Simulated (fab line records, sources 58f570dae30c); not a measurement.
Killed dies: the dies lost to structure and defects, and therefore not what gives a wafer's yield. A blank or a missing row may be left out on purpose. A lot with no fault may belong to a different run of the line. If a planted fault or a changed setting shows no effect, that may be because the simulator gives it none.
Split-lot study	flow berkeley-cmos170	23 wafers read from 5 lots, route of 331 steps

THE SPLIT
At UCB170_GATE_COAT_07 (resist thk 900 nm), the setting spin-rpm was moved away from the recipe's 1500 rpm on 11 of the 23 wafers read, by -7.2% to +2.5%. All remaining wafers had this setting at the recipe value.

THE PATH FROM SPLIT TO READING: the file shows 1 step between them
- UCB170_GATE_ETCH_14: etches BARC in N2/H2 (also split here: pressure-mtorr)

THE READING
KrF_of_GATE_COAT_07.thk-nm (the simulator's own value, which no gauge read), in nm, at UCB170_GATE_ETCH_15 (etches poly-Si in HBr/Cl2, stops on SiO2, time 56.3 s, target depth 278.2 nm). There is no usual value for it anywhere in the file. Average 775.7 nm, standard deviation 3.1 nm, over the 12 wafers here run with the recipe.

wafer	tool, chamber at the split	spin-rpm as run, rpm	against the recipe	KrF_of_GATE_COAT_07.thk-nm, nm	against lot-mates on the recipe
L074.1	litho-track-03, 0	1392	-7.2%	814.3	+37.2
L074.3	litho-track-03, 0	1392	-7.2%	814.6	+37.6
L074.4	litho-track-03, 0	1500	recipe	775.1	-
L074.5	litho-track-03, 0	1500	recipe	779	-
L074.6	litho-track-03, 0	1392	-7.2%	816.3	+39.2
L077.3	litho-track-02, 0	1500	recipe	772.7	-
L077.5	litho-track-02, 0	1500	recipe	771	-
L077.6	litho-track-02, 0	1500	recipe	771.7	-
L079.1	litho-track-02, 0	1500	recipe	774.5	-
L079.2	litho-track-02, 0	1440	-4.0%	795.8	+19.6
L079.4	litho-track-02, 0	1500	recipe	777.8	-
L079.5	litho-track-02, 0	1440	-4.0%	796.3	+20.1
L079.6	litho-track-02, 0	1440	-4.0%	794.3	+18.1
L083.1	litho-track-02, 0	1500	recipe	780.8	-
L083.2	litho-track-02, 0	1500	recipe	775.1	-
L083.3	litho-track-02, 0	1500	recipe	773.7	-
L083.4	litho-track-02, 0	1538	+2.5%	767.1	-9.4
L083.5	litho-track-02, 0	1538	+2.5%	767.7	-8.8
L082.2	litho-track-03, 0	1500	recipe	780.4	-
L082.3	litho-track-03, 0	1500	recipe	776.6	-
L082.4	litho-track-03, 0	1441	-3.9%	796	+17.5
L082.5	litho-track-03, 0	1441	-3.9%	796.7	+18.2
L082.6	litho-track-03, 0	1441	-3.9%	792.9	+14.4

THE FIT
A straight line over all 23 wafers: KrF_of_GATE_COAT_07.thk-nm changes by -5.08 nm for each +1% of spin-rpm; r = -0.98; the points scatter about the line by 3 nm.
The same after taking each lot's own level away (the mean of its wafers on the recipe; 23 wafers): -4.89 nm for each +1%; r = -0.99; scatter 2.4 nm.
That fit puts the effect of the largest move of spin-rpm on the reading at 35 nm.
Measured against the standard deviation above, the lots' own levels, which go from 771.80 to 778.50 nm, span 2.1 times it.
Consequently the slope shifts little with the lot-to-lot level, the two slopes agreeing.
Check: with one of the wafers moved furthest among these (-7.2%) left out of the fit, the line predicts +35.1 nm for it against its lot-mates. Against them it came out at +37.2 nm.

ADDITIONAL SPLITS CARRIED BY THESE WAFERS
Note: prior to the reading, these wafers also went through further splits. Each is held against what the fit with the lots' levels taken away leaves over:
other split on the same wafers	wafers away from the commonest value	r with KrF_of_GATE_COAT_07.thk-nm (lot level and that fit taken away)
UCB170_START_OXIDATION_02 temp-c	15	+0.49
UCB170_ZERO_STRIP_07 o2-flow-sccm	8	+0.40
UCB170_NWELL_CVD_04 sih2cl2-flow-sccm	10	-0.20
UCB170_NWELL_IMPLANT_14 energy-kev	11	-0.04
UCB170_PWELL_IMPLANT_15 dose-cm2	5	+0.57
UCB170_ACTIVE_CVD_05 temp-c	18	-0.08
UCB170_FIELD_OXIDATION_01 temp-c	15	+0.28
UCB170_NVT_IMPLANT_07 energy-kev	8	-0.35
UCB170_GATE_ETCH_14 pressure-mtorr	15	-0.26

THE WHOLE CHAIN: every reading that the file lists as answering this split, in the file's order
step	what it does	reading	change (the file's fit)	r (the file's)
UCB170_GATE_COAT_07	resist thk 900 nm	KrF_of_GATE_COAT_07.thk-nm (the simulator's own value, which no gauge read)	-4.8 nm for each +1% of the setting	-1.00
UCB170_GATE_ETCH_15	etches poly-Si in HBr/Cl2, stops on SiO2, time 56.3 s, target depth 278.2 nm	KrF_of_GATE_COAT_07.thk-nm (the simulator's own value, which no gauge read)	-4.9 nm for each +1% of the setting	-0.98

THE FILE'S OWN FIT
KrF_of_GATE_COAT_07.thk-nm changes by -4.9 nm for each +1% of spin-rpm, r = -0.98.
